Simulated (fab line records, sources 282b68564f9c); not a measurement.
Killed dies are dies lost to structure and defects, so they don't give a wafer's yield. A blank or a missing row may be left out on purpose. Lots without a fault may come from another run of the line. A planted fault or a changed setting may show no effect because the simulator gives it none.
A struck lot beside a sound one | flow rit_cmos | 14 steps out of a route of 202
Sound: wafers L724.2, L724.3, L724.4. Struck: wafers L731.1, L731.2, L731.6. The cause comes at the end.
At each step with rows: each side's tool, then ch and its chambers, then its first start. Under that, the readings that differ: sound wafers | struck wafers | difference of the means | sigmas: that difference in standard deviations of wafers without a fault.
alike: readings whose means differ by less than 2 such deviations, and words and numbers that are the same on both sides. not compared: withheld readings, readings that some wafer has no value for, bounds like >300 that may hide the same value, and numbers for which the record gives no deviation and whose values overlap.
The two part at a step that has a row with sigmas, a row that says differs or no value, or rows on one side only. Numbers that don't overlap but have no deviation are shown without sigmas and don't part them. A reading that every wafer of one side lacks parts them only if that side has two wafers or more.

first, 3 steps without rows for these wafers: RIT_SDANNEAL_CLEAN_00 (cleans in SC1, time 600 s); RIT_SDANNEAL_CLEAN_01 (cleans in dHF, time 30 s); RIT_SDANNEAL_CLEAN_02 (cleans in SC2, time 600 s).
RIT_SDANNEAL_RTA_03: time 5 s.
  sound on rtp_anneal-01 ch 0, day 4 17:47; struck on rtp_anneal-01 ch 0, day 5 22:35
  alike: anneal_temp_c_max, chamber_o2_ppm, wafer_temp_C_max
RIT_SDANNEAL_RS_MEAS_04: measures by four-point-probe.
  sound on film_metro-03, day 4 17:51; struck on film_metro-01, day 5 22:39
  alike: PSD_RS
RIT_SDANNEAL_RS_MEAS_05: measures by four-point-probe.
  sound on film_metro-03, day 4 17:58; struck on film_metro-01, day 5 22:46
  alike: NSD_RS
RIT_SDANNEAL_RS_MEAS_06: measures by four-point-probe.
  sound on film_metro-03, day 4 18:05; struck on film_metro-01, day 5 22:53
  alike: PLDD_RS
RIT_SDANNEAL_RS_MEAS_07: measures by four-point-probe.
  sound on film_metro-03, day 4 18:13; struck on film_metro-01, day 5 23:01
  reading          | sound             | struck            | difference | sigmas
  NLDD_RS (ohm/sq) | 151.0 151.3 151.4 | 152.1 152.1 152.4 | +1.0       | +2
then, 1 step without rows for these wafers: RIT_SILICIDE_WET_ETCH_00 (etches SiO2 in BOE, target depth 14 nm, time 15 s).
RIT_SILICIDE_SPUTTER_01: material Ti, target thk 30 nm, time 240 s.
  sound on pvd_sputter-04, day 4 18:19; struck on pvd_sputter-02, day 5 23:08
  alike: throttle_valve_pct
RIT_SILICIDE_RS_MEAS_02: measures by four-point-probe.
  sound on film_metro-03, day 4 18:29; struck on film_metro-01, day 5 23:17
  alike: SILICIDE_TI_RS
RIT_SILICIDE_THK_MEAS_03: measures by xrf.
  sound on film_metro-03, day 4 18:36; struck on film_metro-01, day 5 23:25
  alike: SILICIDE_TI_THK
RIT_SILICIDE_RTA_04: time 10 s, ramp up 5 s, ramp down 5 s.
  sound on rtp_anneal-01 ch 0, day 4 18:40; struck on rtp_anneal-02, day 5 23:28
  no value came back on the struck wafers for anneal_temp_c_max, chamber_o2_ppm, wafer_temp_C_max; on the sound wafers anneal_temp_c_max reads 652.8 652.1 652.3
then, 1 step without rows for these wafers: RIT_SILICIDE_WET_ETCH_05 (etches Ti in SPM, time 120 s).

WHERE THEY PART
First at RIT_SDANNEAL_RS_MEAS_07; last, within this record, at RIT_SILICIDE_RTA_04.

WHY: what the simulator had put in
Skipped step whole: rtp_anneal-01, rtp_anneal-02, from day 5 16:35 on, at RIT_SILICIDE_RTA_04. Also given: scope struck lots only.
